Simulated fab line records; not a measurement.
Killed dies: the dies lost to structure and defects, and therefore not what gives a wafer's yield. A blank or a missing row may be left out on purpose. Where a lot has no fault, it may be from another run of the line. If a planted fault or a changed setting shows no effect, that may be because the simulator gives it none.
Chamber matching + flow berkeley_cmos170 + rie_diel-04 running UCB170_V1_ETCH_14: 4 sister chambers
The step etches SiO2 in CHF3/CF4/Ar, stops on Al, target depth 1250 nm, time 291 s. 14 wafers are shown with their chamber, then 7 later ones without.

== WAFERS, EACH WITH ITS CHAMBER ==
| wafer  | chamber | throttle_valve_pct (%) | oes_product_au (a.u.) | cf4_flow_sccm (sccm) |
|--------|---------|------------------------|-----------------------|----------------------|
| L954.1 | 0       | 7.16                   | 0.882                 | 15.01                |
| L954.2 | 2       | 7.08                   | 0.854                 | 14.98                |
| L954.5 | 0       | 7.18                   | 0.885                 | 15.00                |
| L956.1 | 1       | 6.95                   | 0.858                 | 15.07                |
| L956.5 | 1       | 6.95                   | 0.858                 | 15.08                |
| L956.6 | 2       | 7.08                   | 0.858                 | 15.02                |
| L957.1 | 3       | 6.82                   | 0.883                 | 14.99                |
| L957.3 | 1       | 6.95                   | 0.857                 | 15.06                |
| L957.4 | 2       | 7.06                   | 0.863                 | 15.00                |
| L963.1 | 1       | 6.97                   | 0.864                 | 15.07                |
| L963.4 | 0       | 7.14                   | 0.894                 | 15.03                |
| L963.5 | 2       | 7.06                   | 0.855                 | 14.99                |
| L966.1 | 3       | 6.84                   | 0.890                 | 14.98                |
| L966.3 | 0       | 7.15                   | 0.892                 | 15.00                |

SIGNATURES (averages over the wafers above)
| reading            | chamber 0 | chamber 1 | chamber 2 | chamber 3 | scatter within a chamber |
|--------------------|-----------|-----------|-----------|-----------|--------------------------|
| throttle_valve_pct | 7.1575    | 6.9550    | 7.0700    | 6.8300    | 0.0133                   |
| oes_product_au     | 0.88825   | 0.85925   | 0.85750   | 0.88650   | 0.00448                  |
| cf4_flow_sccm      | 15.0100   | 15.0700   | 14.9975   | 14.9850   | 0.0131                   |
Rule: for each reading, subtract the chamber's mean from the wafer's reading, divide by that reading's scatter and square the result; add these up over the readings and take the root, which gives the wafer's distance from the chamber. The wafer belongs to the nearest chamber; if the next one is less than 2 further off, it can't be placed. The scatter is the square root of a quotient: the sum, over the shown wafers, of each reading's squared deviation from its chamber's mean, divided by wafers minus chambers.

== WAFERS MISSING THEIR CHAMBER ==
| wafer  | throttle_valve_pct (%) | oes_product_au (a.u.) | cf4_flow_sccm (sccm) |
|--------|------------------------|-----------------------|----------------------|
| L966.6 | 7.16                   | 0.891                 | 14.96                |
| L967.4 | 7.17                   | 0.892                 | 15.01                |
| L967.5 | 7.08                   | 0.860                 | 15.10                |
| L967.6 | 6.96                   | 0.863                 | 14.92                |
| L972.1 | 7.17                   | 0.890                 | 14.97                |
| L972.2 | 7.06                   | 0.853                 | 15.02                |
| L972.5 | 7.17                   | 0.885                 | 14.97                |

== WHICH CHAMBER EACH WENT THROUGH ==
| wafer  | from the rows above          | in truth |
|--------|------------------------------|----------|
| L966.6 | 0                            | 0        |
| L967.4 | 0                            | 0        |
| L967.5 | can't be placed: 2 or 1      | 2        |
| L967.6 | can't be placed: 2 or 1 or 3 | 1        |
| L972.1 | 0                            | 0        |
| L972.2 | 2                            | 2        |
| L972.5 | 0                            | 0        |
Correct placement for 5 of the 7. Unplaceable from these rows: 2, with the true chamber sitting among the candidates in 2. 0 placed wrongly.
